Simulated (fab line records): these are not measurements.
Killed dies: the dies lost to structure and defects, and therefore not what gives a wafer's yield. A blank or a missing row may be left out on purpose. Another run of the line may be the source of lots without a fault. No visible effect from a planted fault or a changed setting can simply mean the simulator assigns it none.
A struck lot beside a sound one / flow berkeley-cmos170 / 44 steps out of a route of 331
Sound: wafers L446.2, L446.3, L446.6. Wafers L452.3, L452.4, L452.6 were the ones struck. Last of all comes the cause.
For every step that has rows: the tool of each side, followed by ch and its chambers, followed by its first start. Under that, the readings that differ: sound wafers / struck wafers / difference of the means / sigmas: that difference in standard deviations of wafers without a fault.
alike: readings with means less than 2 such deviations apart, plus words and numbers identical on both sides. not compared: withheld readings, readings lacking a value on some wafer, bounds such as >300 that could conceal the same value, and numbers that have no deviation in the record and whose values overlap.
The two part at a step that has a row with sigmas, a row that says differs or no value, or rows on one side only. When numbers do not overlap yet have no deviation, they are printed without sigmas and do not part them. A reading missing from all wafers of one side parts the sides only when that side holds two or more wafers.

first, 1 step without rows for these wafers: UCB170_PLDD_IMPLANT_09.
UCB170_PLDD_STRIP_10: strips in O2.
  sound on plasma-asher-01 ch 0,1, day 7 05:24; struck on plasma-asher-01 ch 0,1, day 8 10:54
  alike: chamber-pressure-mTorr, drypump-motor-current-A, o2-flow-sccm, oes-product-au, strip-time-to-endpoint-s
  not compared: rf-hours-counter-h
UCB170_PLDD_TW_MEAS_11:
  sound: film-metro-01 at day 7 05:31; struck: film-metro-03 at day 8 10:59
  alike: PLDD_TW
then, 7 steps without rows for these wafers: UCB170_PLDD_CLEAN_12 (cleans in SPM, time 600 s); UCB170_NLDD_HMDS_00 (prime time 60 s); UCB170_NLDD_COAT_01 (resist thk 900 nm); UCB170_NLDD_SOFTBAKE_02 (time 60 s); UCB170_NLDD_EXPOSE_03 (exposes mask NSELECT, target cd 1200 nm); UCB170_NLDD_PEB_04; UCB170_NLDD_DEVELOP_05 (develop time 45 s).
UCB170_NLDD_CD_MEAS_06 targets a cd of 1200 nm.
  sound: cd-sem-02 at day 7 06:49; struck: cd-sem-02 at day 8 12:35
  alike: cd-nm
UCB170_NLDD_OVL_MEAS_07:
  sound: overlay-02 at day 7 06:55; struck: overlay-02 at day 8 12:41
  alike: NLDD_OVL
UCB170_NLDD_IMPLANT_08:
  sound on implanter-02 ch 0, day 7 06:58; struck on implanter-02 ch 0, day 8 12:46
  alike: dose-ions-cm2
then, 1 step without rows for these wafers: UCB170_NLDD_IMPLANT_09.
UCB170_NLDD_STRIP_10: strips in O2.
  sound on plasma-asher-04 ch 0,1, day 7 07:14; struck on plasma-asher-01 ch 0,1, day 8 13:02
  alike: chamber-pressure-mTorr, drypump-motor-current-A, o2-flow-sccm, oes-product-au, strip-time-to-endpoint-s
  not compared: rf-hours-counter-h
UCB170_NLDD_TW_MEAS_11:
  sound: film-metro-03 at day 7 07:21; struck: film-metro-03 at day 8 13:08
  alike: NLDD_TW
then, 1 step without rows for these wafers: UCB170_NLDD_CLEAN_12 (cleans in SPM, time 600 s).
UCB170_SPACER_CVD_00: deposits SiO2 from TEOS/O2, target thk 376 nm, time 47 s.
  sound on pecvd-04 ch 1,2, day 7 07:35; struck on pecvd-01 ch 0,2, day 8 13:22
  alike: heater-power-w
UCB170_SPACER_THK_MEAS_01:
  sound: film-metro-01 at day 7 07:38; struck: film-metro-04 at day 8 13:25
  alike: SPACER_TEOS_THK
then, 1 step without rows for these wafers: UCB170_SPACER_ANNEAL_02 (time 1800 s).
UCB170_SPACER_ETCHBACK_03: etches SiO2 in CHF3/CF4/Ar, stops on Si, target depth 376 nm, time 100 s.
  sound on rie-diel-01 ch 0,3, day 7 12:43; struck on rie-diel-03 ch 1,3, day 8 18:04
  alike: CHF3_flow_sccm, chamber-pressure-mTorr, drypump-motor-current-A, oes-product-au, throttle-valve-pct
  not compared: rf-hours-counter-h
then, 6 steps without rows for these wafers: UCB170_PSD_HMDS_00 (prime time 60 s); UCB170_PSD_COAT_01 (resist thk 900 nm); UCB170_PSD_SOFTBAKE_02 (time 60 s); UCB170_PSD_EXPOSE_03 (exposes mask PSELECT MOD, target cd 1200 nm); UCB170_PSD_PEB_04; UCB170_PSD_DEVELOP_05 (develop time 45 s).
UCB170_PSD_CD_MEAS_06 targets a cd of 1200 nm.
  sound: cd-sem-01 at day 7 14:08; struck: cd-sem-02 at day 8 20:06
  alike: cd-nm
UCB170_PSD_OVL_MEAS_07:
  sound: overlay-01 at day 7 14:15; struck: overlay-02 at day 8 20:11
  alike: PSD_OVL
then, 1 step without rows for these wafers: UCB170_PSD_IMPLANT_08.
UCB170_PSD_STRIP_09: strips in O2.
  sound on plasma-asher-02 ch 0,1, day 7 14:26; struck on plasma-asher-02 ch 0,1, day 8 20:24
  alike: chamber-pressure-mTorr, drypump-motor-current-A, o2-flow-sccm, oes-product-au, strip-time-to-endpoint-s
  not compared: rf-hours-counter-h
UCB170_PSD_TW_MEAS_10:
  sound: film-metro-03 at day 7 14:32; struck: film-metro-01 at day 8 20:29
  alike: PSD_TW
then, 7 steps without rows for these wafers: UCB170_PSD_CLEAN_11 (cleans in SPM, time 600 s); UCB170_NSD_HMDS_00 (prime time 60 s); UCB170_NSD_COAT_01 (resist thk 900 nm); UCB170_NSD_SOFTBAKE_02 (time 60 s); UCB170_NSD_EXPOSE_03 (exposes mask NSELECT MOD, target cd 1200 nm); UCB170_NSD_PEB_04; UCB170_NSD_DEVELOP_05 (develop time 45 s).
UCB170_NSD_CD_MEAS_06 targets a cd of 1200 nm.
  sound: cd-sem-01 at day 7 16:43; struck: cd-sem-01 at day 8 22:07
  alike: cd-nm
UCB170_NSD_OVL_MEAS_07:
  sound: overlay-02 at day 7 16:49; struck: overlay-02 at day 8 22:13
reading=NSD_OVL (nm); sound=9 9 6; struck=-9 -7 -7; difference=-16; sigmas=-3
then, 1 step without rows for these wafers: UCB170_NSD_IMPLANT_08.
UCB170_SDANNEAL_RS_MEAS_05: the measuring method here is four-point-probe.
  sound: film-metro-01 at day 7 18:35; struck: film-metro-01 at day 8 23:59
reading=NLDD_RS (ohm/sq); sound=614.5 616.5 617.6; struck=566.4 560.0 556.6; difference=-55.2; sigmas=-39
UCB170_M3_PROBE_99:
  sound: prober-01 at day 8 16:56; struck: prober-02 at day 9 23:33
reading=model.etest.nldd.rs-ohm-sq; sound=774.1 772 771; struck=763.4; difference=-9.0; sigmas=
reading=model.etest.nmos_0p35.overlap-ff-um; sound=0.2658 0.2637 0.2675; struck=0.2701; difference=+0.0044; sigmas=

== WHERE THEY PART ==
Earliest at UCB170_NSD_OVL_MEAS_07; latest, in this record, at UCB170_SDANNEAL_RS_MEAS_05.

WHY: what had been put in by the simulator
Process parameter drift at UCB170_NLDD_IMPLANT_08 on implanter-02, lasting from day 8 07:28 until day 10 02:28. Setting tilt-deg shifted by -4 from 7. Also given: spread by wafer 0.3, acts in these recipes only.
